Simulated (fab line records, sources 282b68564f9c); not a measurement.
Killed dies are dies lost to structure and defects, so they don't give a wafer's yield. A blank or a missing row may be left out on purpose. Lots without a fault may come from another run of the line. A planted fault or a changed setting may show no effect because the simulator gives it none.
A struck lot beside a sound one | flow rit_cmos | 16 steps out of a route of 202
Sound: wafers L957.2, L957.3, L957.4. Struck: wafers L971.1, L971.5, L971.6. The cause comes at the end.
At each step with rows: each side's tool, then ch and its chambers, then its first start. Under that, the readings that differ: sound wafers | struck wafers | difference of the means | sigmas: that difference in standard deviations of wafers without a fault.
alike: readings whose means differ by less than 2 such deviations, and words and numbers that are the same on both sides. not compared: withheld readings, readings that some wafer has no value for, bounds like >300 that may hide the same value, and numbers for which the record gives no deviation and whose values overlap.
The two part at a step that has a row with sigmas, a row that says differs or no value, or rows on one side only. Numbers that don't overlap but have no deviation are shown without sigmas and don't part them. A reading that every wafer of one side lacks parts them only if that side has two wafers or more.

RIT_ACTIVE_BOW_MEAS_00:
  sound on film_metro-02, day 1 10:01; struck on film_metro-01, day 4 08:00
  alike: INCOMING_BOW
then, 1 step without rows for these wafers: RIT_ACTIVE_OXIDATION_01 (target thk 46.8 nm, ox time 3360 s).
RIT_ACTIVE_THK_MEAS_02:
  sound on film_metro-01, day 1 12:04; struck on film_metro-01, day 4 11:08
  alike: ACTIVE_OXIDE_THK
then, 1 step without rows for these wafers: RIT_ACTIVE_CVD_03 (deposits Si3N4 from SiH2Cl2/NH3, target thk 150 nm, time 1500 s).
RIT_ACTIVE_THK_MEAS_04:
  sound on film_metro-01, day 1 15:59; struck on film_metro-02, day 4 12:36
  alike: ACTIVE_NITRIDE_THK
then, 3 steps without rows for these wafers: RIT_ACTIVE_HMDS_05 (prime time 60 s); RIT_ACTIVE_COAT_06 (resist thk 1000 nm); RIT_ACTIVE_SOFTBAKE_07 (time 60 s).
RIT_ACTIVE_EXPOSE_08: exposes mask M1, target cd 1400 nm.
  sound on iline_stepper-01 ch 0, day 1 16:38; struck on iline_stepper-02 ch 0, day 4 13:14
  reading              | sound                | struck               | difference | sigmas
  exposure_dose_mJ_cm2 | 224.59 224.89 224.93 | 220.38 219.98 220.36 | -4.56      | -18
  alike: mask
then, 2 steps without rows for these wafers: RIT_ACTIVE_PEB_09; RIT_ACTIVE_DEVELOP_10 (develop time 50 s).
RIT_ACTIVE_CD_MEAS_11: target cd 1400 nm.
  sound on cd_sem-02, day 1 17:02; struck on cd_sem-02, day 4 13:38
  reading    | sound                | struck               | difference | sigmas
  cd_nm (nm) | 1398.0 1396.3 1400.9 | 1375.9 1356.6 1399.7 | -21.0      | -9
then, 1 step without rows for these wafers: RIT_ACTIVE_HARDBAKE_12 (time 60 s).
RIT_ACTIVE_ETCH_13: etches Si3N4 in SF6, stops on SiO2, time 210 s, target depth 210 nm.
  sound on rie_diel-04 ch 1,2,3, day 1 17:17; struck on rie_diel-03 ch 0,2, day 4 13:55
  alike: drypump_motor_current_A, oes_product_au, throttle_valve_pct
  not compared: rf_hours_counter_h, model.ACTIVE.cd_nm
RIT_ACTIVE_STRIP_14: strips in O2, time 180 s.
  sound on plasma_asher-04 ch 0,1, day 1 17:25; struck on plasma_asher-01 ch 0,1, day 4 14:02
  alike: drypump_motor_current_A
  not compared: rf_hours_counter_h
-- the record jumps here: 2 days lie between the struck wafers' starts before and after (it left off in module ACTIVE and takes up again in module M1, whose first step shown is number 202 of the route) --
RIT_M1_PROBE_99:
  sound on prober-01, day 3 11:01; struck on prober-02, day 7 01:13
  alike: killed_at_contacts, killed_at_front_end, killed_dies, killed_open, killed_short
  not compared: model.etest.pplus_sal.width_nm, model.etest.nplus_sal.width_nm, model.etest.pldd.width_nm, model.etest.nldd.width_nm

WHERE THEY PART
First at RIT_ACTIVE_EXPOSE_08; last, within this record, at RIT_ACTIVE_CD_MEAS_11. Later steps at which nothing parts them and some readings are alike: RIT_ACTIVE_ETCH_13, RIT_ACTIVE_STRIP_14, RIT_M1_PROBE_99.

WHY: what the simulator had put in
Process parameter drift: iline_stepper-02, from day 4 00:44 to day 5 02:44, at RIT_ACTIVE_EXPOSE_08. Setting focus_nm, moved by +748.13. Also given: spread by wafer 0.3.
